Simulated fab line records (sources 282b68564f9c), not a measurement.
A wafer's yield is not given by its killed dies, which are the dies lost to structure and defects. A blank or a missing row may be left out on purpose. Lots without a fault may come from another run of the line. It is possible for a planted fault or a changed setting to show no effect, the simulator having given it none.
fab line records | flow rit_cmos
[record] lots = 15 | wafers = 45 | last_day = 7
route steps=202 shown PWELL@46
lots that met no fault: taken from a fault-free run of the same line
start_h: the number of hours between the record's first day and the start of the first shown wafer of the lot | wait_h: hours since the lot's step before | " unchanged from the row above | L1.1+2: one row covering several wafers at once | - no value present, or no start provided | * or withheld: withheld | < > ~ a bound
route shown NAME@n: a module of which the file shows steps, and the number in the route of the first | usual: mean/standard deviation taken from wafers without a fault | same: alike in all rows | chamber/n: place in a boat | sites: the reading at each site | _std_site: standard deviation across them | _edge_site: the outer-site mean with the inner-site mean subtracted | radius_mm: for every site, how far away it sits from the centre of the wafer | mask NAME#n: copy n | behind: tool/chamber where the wafer was last shaped | hold: cause of the lot's hold/its duration in hours/its outcome | device: which transistor (n, p or np) failed to switch | end of line: tests of these same wafers at the route's end | where a step has no rows: the recipe by itself | killed: dies lost to structure and defects at the first sort, not the wafer's yield | map: a wafer's dies, x killed, . not, _ none there
set.NAME: the setting as run; set.NAME@STEP: as run at that earlier step | model.NAME: the simulator's own value behind a step, which no gauge read
one table for each step of the route and one row for each wafer, over a sample of lots
[[steps]]
[step RIT_PWELL_HARDBAKE_07]
[recipe] resist = NOVOLAK | temp_c = 140 | time_s = 120
[usual] heater_power_total_W = 52.03/0.064 | plate_temp_C = 139.95/0.15
lot.wafer | tool           | chamber | start_h | wait_h | heater_power_total_W | plate_temp_C
L947.4    | litho_track-04 | 0       | 23.90   | 0.3    | 52.13                | 139.68
L947.5    | "              | 0       | "       | "      | 52.10                | 139.73
L947.6    | "              | 0       | "       | "      | 52.17                | 139.71
L948.1    | litho_track-03 | 0       | 27.67   | 0.0    | 52.11                | 139.71
L948.3    | "              | 0       | "       | "      | 52.00                | 139.85
L948.6    | "              | 0       | "       | "      | 52.02                | 139.66
L949.2    | litho_track-03 | 0       | 40.32   | 0.1    | 52.02                | 140.05
L949.3    | "              | 0       | "       | "      | 52.00                | 140.08
L949.6    | "              | 0       | "       | "      | 51.99                | 139.89
L950.3    | litho_track-04 | 0       | 41.80   | 0.1    | 52.09                | 140.03
L950.5    | "              | 0       | "       | "      | 51.89                | 140.00
L950.6    | "              | 0       | "       | "      | 52.04                | 139.97
L951.2    | litho_track-03 | 0       | 45.51   | 0.1    | 52.00                | 140.12
L951.5    | "              | 0       | "       | "      | 51.91                | 140.04
L951.6    | "              | 0       | "       | "      | 52.12                | 140.01
L952.2    | litho_track-04 | 0       | 53.14   | 0.1    | 51.93                | 139.98
L952.3    | "              | 0       | "       | "      | 51.96                | 140.20
L952.4    | "              | 0       | "       | "      | 52.06                | 140.01
L953.2    | litho_track-03 | 0       | 53.39   | 0.1    | 51.95                | 140.05
L953.3    | "              | 0       | "       | "      | 52.16                | 140.06
L953.6    | "              | 0       | "       | "      | 52.02                | 140.19
L954.3    | litho_track-03 | 0       | 58.27   | 0.1    | 52.09                | 140.15
L954.4    | "              | 0       | "       | "      | 52.04                | 139.99
L954.5    | "              | 0       | "       | "      | 52.04                | 140.09
L957.2    | litho_track-04 | 0       | 72.05   | 0.1    | 52.06                | 139.82
L957.3    | "              | 0       | "       | "      | 51.96                | 139.86
L957.5    | "              | 0       | "       | "      | 52.05                | 139.96
L960.2    | litho_track-02 | 0       | 87.82   | 0.1    | 50.08                | 136.14
L960.3    | "              | 0       | "       | "      | 50.08                | 136.12
L960.5    | "              | 0       | "       | "      | 50.28                | 136.29
L961.1    | litho_track-02 | 0       | 93.90   | 0.0    | 50.18                | 136.19
L961.2    | "              | 0       | "       | "      | 50.24                | 136.24
L961.6    | "              | 0       | "       | "      | 50.11                | 136.22
L965.2    | litho_track-02 | 0       | 113.12  | 0.1    | 50.29                | 135.88
L965.3    | "              | 0       | "       | "      | 50.12                | 135.84
L965.6    | "              | 0       | "       | "      | 50.06                | 135.82
L966.1    | litho_track-04 | 0       | 117.83  | 0.0    | 52.03                | 140.07
L966.2    | "              | 0       | "       | "      | 51.99                | 139.82
L966.4    | "              | 0       | "       | "      | 51.98                | 140.09
L967.1    | litho_track-03 | 0       | 124.35  | 0.0    | 52.07                | 140.16
L967.3    | "              | 0       | "       | "      | 51.94                | 140.03
L967.6    | "              | 0       | "       | "      | 52.04                | 140.13
L969.2    | litho_track-03 | 0       | 133.58  | 0.1    | 52.04                | 139.83
L969.4    | "              | 0       | "       | "      | 51.95                | 139.99
L969.6    | "              | 0       | "       | "      | 52.14                | 139.78
[[key]]
[first_sign] step = RIT_PWELL_HARDBAKE_07 | reading = heater_power_total_W | direction = down | sigmas = 29 | usual = 52.03 | struck = 50.16
[effect] step = RIT_PWELL_HARDBAKE_07 | reading = plate_temp_C | direction = down | sigmas = 26 | usual = * | struck = *
met_at RIT_PWELL_HARDBAKE_07
struck_lots L960,L961,L965
tester_left_out L960,L961,L965
[fault] kind = process_parameter_drift | tool = litho_track-02 | chamber = - | onset_h = 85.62 | steps = RIT_PWELL_HARDBAKE_07 | channel = temp_c | offset = * | shape = step | end_h = 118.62 | acts_in = * | stated = *
// tester_left_out: of these lots the tester's yield and bins aren't shown, on N5 and GAA mostly nor the transistor test; their killed dies are dies lost to structure and defects alone, not to doping, threshold or leakage, so they don't give the yield
